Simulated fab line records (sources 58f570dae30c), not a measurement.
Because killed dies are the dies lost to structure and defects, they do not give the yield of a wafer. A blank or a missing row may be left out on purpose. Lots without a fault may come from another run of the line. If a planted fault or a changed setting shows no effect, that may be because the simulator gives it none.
Code-filled problem report in 8D (eight disciplines) form || flow berkeley-cmos170 || the parts of the form that need people (team, actions taken, sign-off) are left out

1. WHAT WENT WRONG
Across 6 wafers from 2 lots, NVT_TW at UCB170_NVT_TW_MEAS_09 averages 541, while fault-free wafers read 521 with a standard deviation of 3.4. Measured from the usual mean, that is +6.0 standard deviations.
The first sign was on wafer L785.1 at day 7 22:44, on film-metro-01. The record holds 42 wafers of 14 lots with a number at this step. Rule for "out" (also "out of limits"): further than 4 standard deviations from the usual mean. The rest of the wafers with a number are treated as sound.

2. WHAT THIS IS AND IS NOT
{"question": "which readings at this step", "is": "NVT_TW", "is not": "-"}
{"question": "which lots", "is": "L785, L789", "is not": "L776, L777, L778, L779, L781, L783, L784, L786, L791, L793, L794, L797"}
{"question": "which wafers of those lots", "is": "all that have a number", "is not": "-"}
{"question": "read on which gauges", "is": "film-metro-01, film-metro-04", "is not": "film-metro-03"}
{"question": "when", "is": "from day 7 22:44", "is not": "up to then (24 sound wafers); but 12 sound wafers of L791, L793, L794, L797 came after"}

3. WHAT RULES OUT EACH SUSPECT
Counting: any tool at a process step up to the reading is kept as a suspect provided that every lot that is out went through it and no sound lot did after the first of them.
- the gauge at UCB170_NVT_TW_MEAS_09 is ruled out. The wafers that are out were read on 2 gauges (film-metro-01, film-metro-04).
- implanter-02 at UCB170_NVT_IMPLANT_07: kept. Every lot that is out went through it, starting with L785 (day 7 22:29), and after that it ran no sound lot; the last sound lot it ran before then is L784 (day 7 21:54). Out on those wafers are its own readings of dose-ions-cm2, faraday-current-uA.
Left after counting: implanter-02 at UCB170_NVT_IMPLANT_07.

4. THE CAUSE (what the simulator had put in)
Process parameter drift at UCB170_NVT_IMPLANT_07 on implanter-02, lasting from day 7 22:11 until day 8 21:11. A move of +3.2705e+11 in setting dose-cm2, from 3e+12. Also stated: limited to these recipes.
This tool alone remained once counting was done.

5. SEQUENCE OF EFFECTS, ordered by route
Each row: a reading whose mean over the struck wafers that have a number lies more than 3 standard deviations from the usual. Scope: only readings with a usual standard deviation given in the record; hours: median across lots of the time from each lot's start at the first step in this table that gives one to its start at this step; sigmas: change in usual standard deviations.
{"hours": 0, "step": "UCB170_NVT_IMPLANT_07", "reading": "dose-ions-cm2", "usual": 3.0001e+12, "on struck wafers": 3.3264e+12, "change": "+3.2630e+11", "sigmas": "+99 or more"}
{"hours": 0, "step": "UCB170_NVT_IMPLANT_07", "reading": "faraday-current-uA", "usual": 9.51, "on struck wafers": 10.47, "change": "+0.96", "sigmas": "+5.7"}
{"hours": 0, "step": "UCB170_NVT_TW_MEAS_09", "reading": "NVT_TW", "usual": 521, "on struck wafers": 541, "change": "+20", "sigmas": "+6.0"}
Process steps it contains:
- UCB170_NVT_IMPLANT_07

6. HOW IT WOULD HAVE BEEN CAUGHT EARLIER
In this record the first reading out of limits at a measuring or inspecting step was taken at day 7 22:44, 1 hour after the fault began at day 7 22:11.
Tool's own readings at UCB170_NVT_IMPLANT_07, dose-ions-cm2, faraday-current-uA: out on all struck wafers the step has rows for; an alarm limit on them would have tripped on the first.
L789, from the lots that are out (2), started UCB170_NVT_IMPLANT_07 on implanter-02 later than day 7 22:44. It would have been spared by a hold on the tool at that moment.
